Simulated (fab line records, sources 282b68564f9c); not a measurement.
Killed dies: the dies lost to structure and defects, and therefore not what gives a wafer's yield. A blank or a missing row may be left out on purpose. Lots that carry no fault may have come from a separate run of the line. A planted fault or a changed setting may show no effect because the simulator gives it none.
Comparing a struck lot with a sound one	flow rit_cmos	44 steps out of a route of 202
Sound: the wafers L437.3, L437.4, L437.5. Struck: wafers L447.1, L447.3, L447.6. The cause is given at the end.
Order at every step that has rows: each side's tool, ch and its chambers, its first start. Under that, the readings that differ: sound wafers	struck wafers	difference of the means	sigmas: that difference in standard deviations of wafers without a fault.
alike: same words and numbers on both sides, and readings whose means sit less than 2 such deviations apart. not compared: any withheld reading, any reading some wafer has no value for, any bound like >300 that may hide the same value, and any number with overlapping values for which the record gives no deviation.
The two part at a step that has a row with sigmas, a row that says differs or no value, or rows on one side only. When numbers do not overlap yet have no deviation, they are printed without sigmas and do not part them. A reading missing from all wafers of one side parts the sides only when that side holds two or more wafers.

first, 2 steps without rows for these wafers: RIT_PLDD_PEB_04; RIT_PLDD_DEVELOP_05 (develop time 50 s).
RIT_PLDD_OVL_MEAS_06:
  sound on overlay-01 at day 2 21:11; struck on overlay-02 at day 4 21:59
reading	sound	struck	difference	sigmas
PLDD_OVL (nm)	-0.9 -0.9 -1.5	0.4 3.3 2.8	+3.3	+2
then, 2 steps without rows for these wafers: RIT_PLDD_HARDBAKE_07 (time 60 s); RIT_PLDD_IMPLANT_08.
RIT_PLDD_STRIP_09: strips in O2, time 180 s.
  sound on plasma_asher-04 ch 0,1, day 2 21:34; struck on plasma_asher-04 ch 0,1, day 4 22:20
  alike: drypump_motor_current_A
  not compared: rf_hours_counter_h
RIT_PLDD_TW_MEAS_10:
  sound on film_metro-04 at day 2 21:42; struck on film_metro-02 at day 4 22:30
  alike: PLDD_TW
then, 4 steps without rows for these wafers: RIT_SPACER_CLEAN_00 (cleans in SC1, time 600 s); RIT_SPACER_CLEAN_01 (cleans in dHF, time 30 s); RIT_SPACER_CLEAN_02 (cleans in SC2, time 600 s); RIT_SPACER_CVD_03 (deposits Si3N4 from SiH2Cl2/NH3, target thk 250 nm, time 3300 s).
RIT_SPACER_THK_MEAS_04:
  sound on film_metro-04 at day 3 00:03; struck on film_metro-03 at day 5 03:52
  alike: SPACER_NITRIDE_THK
RIT_SPACER_ETCHBACK_05: etches Si3N4 in SF6/CHF3, stops on SiO2, target depth 250 nm, time 240 s.
  sound on rie_diel-03 ch 0,1,2, day 3 00:05; struck on rie_diel-03 ch 1,2, day 5 03:55
reading	sound	struck	difference	sigmas
model.poly-Si_of_GATE_CVD_08.thk_nm (nm)	163.2 164.8 164.4	168.6 169.6 170.1	+5.3	
model.Si3N4_of_SPACER_CVD_03.thk_nm (nm)	198.5 198.6 197.9	199.6 201 201.1	+2.2	
  alike: SF6_flow_sccm, drypump_motor_current_A, oes_product_au, throttle_valve_pct
  not compared: rf_hours_counter_h
then, 6 steps without rows for these wafers: RIT_NSD_HMDS_00 (prime time 60 s); RIT_NSD_COAT_01 (resist thk 1000 nm); RIT_NSD_SOFTBAKE_02 (time 60 s); RIT_NSD_EXPOSE_03 (exposes mask M9, target cd 40700 nm); RIT_NSD_PEB_04; RIT_NSD_DEVELOP_05 (develop time 50 s).
RIT_NSD_OVL_MEAS_06:
  sound on overlay-02 at day 3 01:06; struck on overlay-02 at day 5 05:02
  alike: NSD_OVL
then, 2 steps without rows for these wafers: RIT_NSD_HARDBAKE_07 (time 60 s); RIT_NSD_IMPLANT_08.
RIT_NSD_STRIP_09: strips in O2, time 180 s.
  sound on plasma_asher-02 ch 0,1, day 3 01:29; struck on plasma_asher-02 ch 0,1, day 5 05:35
  alike: drypump_motor_current_A
  not compared: rf_hours_counter_h
RIT_NSD_TW_MEAS_10:
  sound on film_metro-02 at day 3 01:37; struck on film_metro-01 at day 5 05:46
  alike: NSD_TW
then, 6 steps without rows for these wafers: RIT_PSD_HMDS_00 (prime time 60 s); RIT_PSD_COAT_01 (resist thk 1000 nm); RIT_PSD_SOFTBAKE_02 (time 60 s); RIT_PSD_EXPOSE_03 (exposes mask M10, target cd 40900 nm); RIT_PSD_PEB_04; RIT_PSD_DEVELOP_05 (develop time 50 s).
RIT_PSD_OVL_MEAS_06:
  sound on overlay-02 at day 3 02:31; struck on overlay-01 at day 5 06:55
reading	sound	struck	difference	sigmas
PSD_OVL (nm)	0.5 3.0 0.2	-2.4 -0.6 -2.5	-3.1	-2
then, 2 steps without rows for these wafers: RIT_PSD_HARDBAKE_07 (time 60 s); RIT_PSD_IMPLANT_08.
RIT_PSD_STRIP_09: strips in O2, time 180 s.
  sound on plasma_asher-02 ch 0,1, day 3 02:54; struck on plasma_asher-04 ch 0, day 5 07:18
  alike: drypump_motor_current_A
  not compared: rf_hours_counter_h
RIT_PSD_TW_MEAS_10:
  sound on film_metro-02 at day 3 03:02; struck on film_metro-02 at day 5 07:29
  alike: PSD_TW
then, 2 steps without rows for these wafers: RIT_SDANNEAL_CLEAN_00 (cleans in SC1, time 600 s); RIT_SDANNEAL_CLEAN_01 (cleans in dHF, time 30 s).
RIT_SDANNEAL_CLEAN_02: cleans in SC2, time 600 s.
  sound on wet_bench-01 ch 0, day 3 03:16; struck on wet_bench-03 ch 0, day 5 07:45
reading	sound	struck	difference	sigmas
model.poly-Si_of_GATE_CVD_08.thk_nm (nm)	158.9 160.4 160.1	164.3 165.3 165.8	+5.3	
  alike: temp_c
RIT_SDANNEAL_RTA_03: time 5 s.
  sound on rtp_anneal-01 ch 0, day 3 03:28; struck on rtp_anneal-02 ch 0, day 5 07:56
  alike: wafer_temp_C_max
RIT_SDANNEAL_RS_MEAS_04: a four-point-probe measurement.
  sound on film_metro-01 at day 3 03:32; struck on film_metro-04 at day 5 08:04
  alike: PSD_RS
RIT_SDANNEAL_RS_MEAS_05: a four-point-probe measurement.
  sound on film_metro-01 at day 3 03:40; struck on film_metro-04 at day 5 08:11
  alike: NSD_RS
RIT_SDANNEAL_RS_MEAS_06: a four-point-probe measurement.
  sound on film_metro-01 at day 3 03:47; struck on film_metro-04 at day 5 08:18
  alike: PLDD_RS
RIT_SILICIDE_WET_ETCH_00: etches SiO2 in BOE, target depth 14 nm, time 15.5 s.
  sound on wet_bench-01 ch 1, day 3 03:59; struck on wet_bench-02 ch 3, day 5 08:32
reading	sound	struck	difference	sigmas
model.Si3N4_of_SPACER_CVD_03.thk_nm (nm)	197.4 197.5 196.8	198.4 199.8 199.9	+2.1	
  alike: temp_c
RIT_M1_PROBE_99:
  sound on prober-02 at day 3 14:38; struck on prober-01 at day 5 17:12
reading	sound	struck	difference	sigmas
model.etest.pplus_sal.width_nm (nm)	3458 3439 3458	3413 3415 3393	-45	
model.etest.nplus_sal.width_nm (nm)	3442 3448 3434	3409 3396 3390	-43	
model.etest.pwell_pinched.rs_ohm_sq	464.2 459.5 462.8	446.6 443.6 446.8	-16.5	
model.etest.nwell_pinched.rs_ohm_sq	335 333.1 336.4	331.1 328.4 330	-5.0	
model.etest.diode_nplus_comb.leak_log10_a_cm2	-5.069 -5.294 -5.138	-5.314 -5.296 -5.464	-0.191	
model.etest.diode_pplus_nwell.bv_v (V)	6.492 6.442 6.551	6.605 6.575 6.63	+0.108	
  alike: killed_at_contacts, killed_at_front_end, killed_dies, killed_open, killed_short
  not compared: model.etest.nmos_0p15.r_on_ohm_um, model.etest.contact_nplus.end_ohm_um

WHERE THEY PART
Last at RIT_PSD_OVL_MEAS_06 as far as this record goes, first at RIT_PLDD_OVL_MEAS_06. Later steps at which nothing parts them and some readings are alike: RIT_PSD_STRIP_09, RIT_PSD_TW_MEAS_10, RIT_SDANNEAL_CLEAN_02, RIT_SDANNEAL_RTA_03, RIT_SDANNEAL_RS_MEAS_04, RIT_SDANNEAL_RS_MEAS_05, RIT_SDANNEAL_RS_MEAS_06, RIT_SILICIDE_WET_ETCH_00, RIT_M1_PROBE_99.

WHY: what the simulator had put in
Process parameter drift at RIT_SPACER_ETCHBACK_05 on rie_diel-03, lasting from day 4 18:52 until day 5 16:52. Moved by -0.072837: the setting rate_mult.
